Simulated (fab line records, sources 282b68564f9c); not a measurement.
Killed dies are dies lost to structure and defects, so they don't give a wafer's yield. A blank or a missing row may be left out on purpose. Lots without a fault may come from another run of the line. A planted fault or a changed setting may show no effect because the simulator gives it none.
A struck lot beside a sound one | flow rit_cmos | 17 steps out of a route of 202
Sound: wafers L315.2, L315.3, L315.4. Struck: wafers L304.4, L304.5, L304.6. The cause comes at the end.
At each step with rows: each side's tool, then ch and its chambers, then its first start. Under that, the readings that differ: sound wafers | struck wafers | difference of the means | sigmas: that difference in standard deviations of wafers without a fault.
alike: readings whose means differ by less than 2 such deviations, and words and numbers that are the same on both sides. not compared: withheld readings, readings that some wafer has no value for, bounds like >300 that may hide the same value, and numbers for which the record gives no deviation and whose values overlap.
The two part at a step that has a row with sigmas, a row that says differs or no value, or rows on one side only. Numbers that don't overlap but have no deviation are shown without sigmas and don't part them. A reading that every wafer of one side lacks parts them only if that side has two wafers or more.

RIT_CONTACT_STRIP_12: strips in O2, time 180 s.
  sound on plasma_asher-01 ch 0,1, day 7 04:38; struck on plasma_asher-04 ch 0,1, day 4 21:56
  alike: drypump_motor_current_A
  not compared: rf_hours_counter_h
RIT_CONTACT_CD_MEAS_90: target cd 1000 nm.
  sound on cd_sem-02, day 7 04:50; struck on cd_sem-02, day 4 22:07
  alike: cd_nm
then, 2 steps without rows for these wafers: RIT_CONTACT_CLEAN_13 (cleans in SC1, time 600 s); RIT_CONTACT_CLEAN_14 (cleans in SC2, time 600 s).
RIT_M1_SPUTTER_00: material Al, target thk 400 nm, time 500 s.
  sound on pvd_sputter-04, day 7 05:18; struck on pvd_sputter-01, day 4 22:32
  alike: throttle_valve_pct
RIT_M1_RS_MEAS_01: measures by four-point-probe.
  sound on film_metro-03, day 7 05:37; struck on film_metro-03, day 4 22:53
  alike: M1_AL_RS
RIT_M1_THK_MEAS_02: measures by xrf.
  sound on film_metro-03, day 7 05:43; struck on film_metro-03, day 4 22:59
  alike: M1_AL_THK
then, 5 steps without rows for these wafers: RIT_M1_HMDS_03 (prime time 61.38 s); RIT_M1_COAT_04 (resist thk 1300 nm); RIT_M1_SOFTBAKE_05 (time 60 s); RIT_M1_EXPOSE_06 (exposes mask M12, target cd 2600 nm); RIT_M1_PEB_07.
RIT_M1_DEVELOP_08: develop time 68 s.
  sound on litho_track-03 ch 0, day 7 06:00; struck on litho_track-02 ch 0, day 4 23:00
RIT_M1_CD_MEAS_09: target cd 2600 nm.
  sound on cd_sem-01, day 7 06:48; struck on cd_sem-02, day 5 00:04
  reading    | sound                | struck | difference                    | sigmas
  cd_nm (nm) | 2602.6 2600.7 2600.2 | - - -  | no value on the struck wafers |
RIT_M1_OVL_MEAS_10:
  sound on overlay-02, day 7 06:55; struck on overlay-01, day 5 00:09
  reading     | sound          | struck | difference                    | sigmas
  M1_OVL (nm) | -1.1 -1.9 -0.6 | - - -  | no value on the struck wafers |
then, 1 step without rows for these wafers: RIT_M1_HARDBAKE_11 (time 120 s).
RIT_M1_PROBE_99:
  sound on prober-01, day 7 09:43; struck on prober-01, day 5 02:49
  reading                  | sound             | struck         | difference | sigmas
  defect_limited_yield (%) | 97.3 97.3 98.1    | 0 0 0          | -98        | -89
  killed_at_M0_to_M3       | 0 0 0             | 258 255 259    | +257       | +99 or more
  killed_dies              | 7 7 5             | 264 264 264    | +258       | +89
  killed_on_rim            | 1 1 0             | 70 70 70       | +69        | +50
  sort_bin_5_function (%)  | 0.8 1.5 1.1       | 99.2 97.0 99.6 | +97.5      | +99 or more
  sort_n_pass              | 257.0 257.0 259.0 | 0 0 0          | -258       | -89
  sort_yield_pct (%)       | 97.3 97.3 98.1    | 0 0 0          | -98        | -89
  alike: killed_at_contacts, killed_at_front_end, killed_open, killed_short, sort_bin_3_pad_short, sort_bin_6_memory

WHERE THEY PART
First at RIT_M1_CD_MEAS_09; last, within this record, at RIT_M1_PROBE_99.

WHY: what the simulator had put in
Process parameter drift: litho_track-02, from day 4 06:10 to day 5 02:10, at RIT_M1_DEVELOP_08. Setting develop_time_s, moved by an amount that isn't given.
